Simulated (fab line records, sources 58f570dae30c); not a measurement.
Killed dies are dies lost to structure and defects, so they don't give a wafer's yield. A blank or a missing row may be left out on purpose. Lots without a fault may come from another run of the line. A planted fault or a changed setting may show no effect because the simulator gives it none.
Problem report in the 8D (eight disciplines) form, filled by code | flow berkeley_cmos170 | the parts of the form that need people (team, actions taken, sign-off) are left out

1. THE PROBLEM
strip_time_to_endpoint_s at UCB170_PWELL_STRIP_16 reads a mean of 17.59 s on 2 wafers of 2 lots; wafers without a fault read 18.07 s with a standard deviation of 0.092. That is -5.3 standard deviations from the usual mean.
The step: strips in O2.
First seen on wafer L775.3, day 6 06:48, on plasma_asher-02. The record holds 42 wafers of 14 lots with a number at this step. Rule for "out", or "out of limits": more than 4 standard deviations from the usual mean. The other wafers with a number count as sound.

2. WHAT IT IS AND WHAT IT IS NOT
question                    | is                       | is not
which readings at this step | strip_time_to_endpoint_s | drypump_motor_current_A, o2_flow_sccm, oes_product_au
which lots                  | L775, L777               | L762, L763, L765, L766, L769, L770, L771, L773, L774, L780, L781, L783
which wafers of those lots  | L775.3, L777.6           | L775.2, L775.4, L777.2, L777.5
read on which tools         | plasma_asher-02          | plasma_asher-01, plasma_asher-03
when                        | from day 6 06:48         | up to then (26 sound wafers); but 14 sound wafers of L774, L777, L780, L781, L783 came after

3. SUSPECTS, AND WHAT RULES EACH OUT
Counting: a tool at a process step up to the reading stays a suspect if it ran every lot that is out. Sound lots after the first of them don't rule it out here, since some wafers of a struck lot are sound.
- rie_diel-04 at UCB170_NWELL_ETCH_13 (etches Si3N4 in CH3F/Ar/O2, stops on SiO2, target depth 246.4 nm, time 154 s): kept. It ran every lot that is out, first L775 (day 5 07:20); its last sound lot up to then is L773 (day 4 21:34).
- rie_diel-03 at UCB170_PWELL_ETCH_14 (etches Si3N4 in CH3F/Ar/O2, stops on SiO2, target depth 242 nm, time 151 s): kept. It ran every lot that is out, first L775 (day 6 06:33); its last sound lot up to then is L773 (day 5 20:47).
- plasma_asher-02 at UCB170_PWELL_STRIP_16 (strips in O2): kept. It ran every lot that is out, first L775 (day 6 06:48); its last sound lot up to then is L770 (day 5 10:13). Its own readings are out on those wafers: strip_time_to_endpoint_s.
- Within rie_diel-03 at UCB170_PWELL_ETCH_14: the wafers that are out ran in chamber 3; their sound lot-mates ran in chambers 0, 2.
Left after counting: rie_diel-04 at UCB170_NWELL_ETCH_13, rie_diel-03 at UCB170_PWELL_ETCH_14, plasma_asher-02 at UCB170_PWELL_STRIP_16.

4. THE CAUSE (what the simulator had put in)
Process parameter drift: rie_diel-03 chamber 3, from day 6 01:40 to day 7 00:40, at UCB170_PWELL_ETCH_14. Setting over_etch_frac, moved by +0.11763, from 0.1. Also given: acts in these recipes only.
Counting left 3 suspects, and this tool is among them.

5. THE CHAIN OF EFFECTS, in route order
Each row: a reading whose mean over the struck wafers that have a number lies more than 3 standard deviations from the usual. Only readings for which the record gives a usual standard deviation are gone through. hours: the time from each lot's start at the first step in this table that gives one to its start at this step, as a median over the lots. sigmas: the change in usual standard deviations.
hours | step                  | reading                  | usual      | on struck wafers | change | sigmas
0     | UCB170_PWELL_ETCH_14  | oes_product_au           | 0.941 a.u. | 0.887            | -0.054 | -3.4
0     | UCB170_PWELL_STRIP_16 | strip_time_to_endpoint_s | 18.07 s    | 17.59            | -0.48  | -5.3
The process steps in it:
- UCB170_PWELL_ETCH_14: etches Si3N4 in CH3F/Ar/O2, stops on SiO2, target depth 242 nm, time 151 s.
- UCB170_PWELL_STRIP_16: strips in O2.
Later measuring or inspecting steps at which every struck wafer that the step has a row for has a number for every such reading, and none has moved that far: UCB170_ACTIVE_THK_MEAS_03.

6. WHAT WOULD HAVE CAUGHT IT SOONER
In this record the first reading out of limits was taken at day 6 06:48, 5 hours after the fault began at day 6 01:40.
Of the tool readings at UCB170_PWELL_ETCH_14 for which the record gives a usual standard deviation, none was out on any struck wafer, so an alarm limit of 4 standard deviations on them would not have fired.
Of the lots that are out (2), L777 began UCB170_PWELL_ETCH_14 on rie_diel-03 after day 6 06:48. A hold on the tool at that time would have spared it.
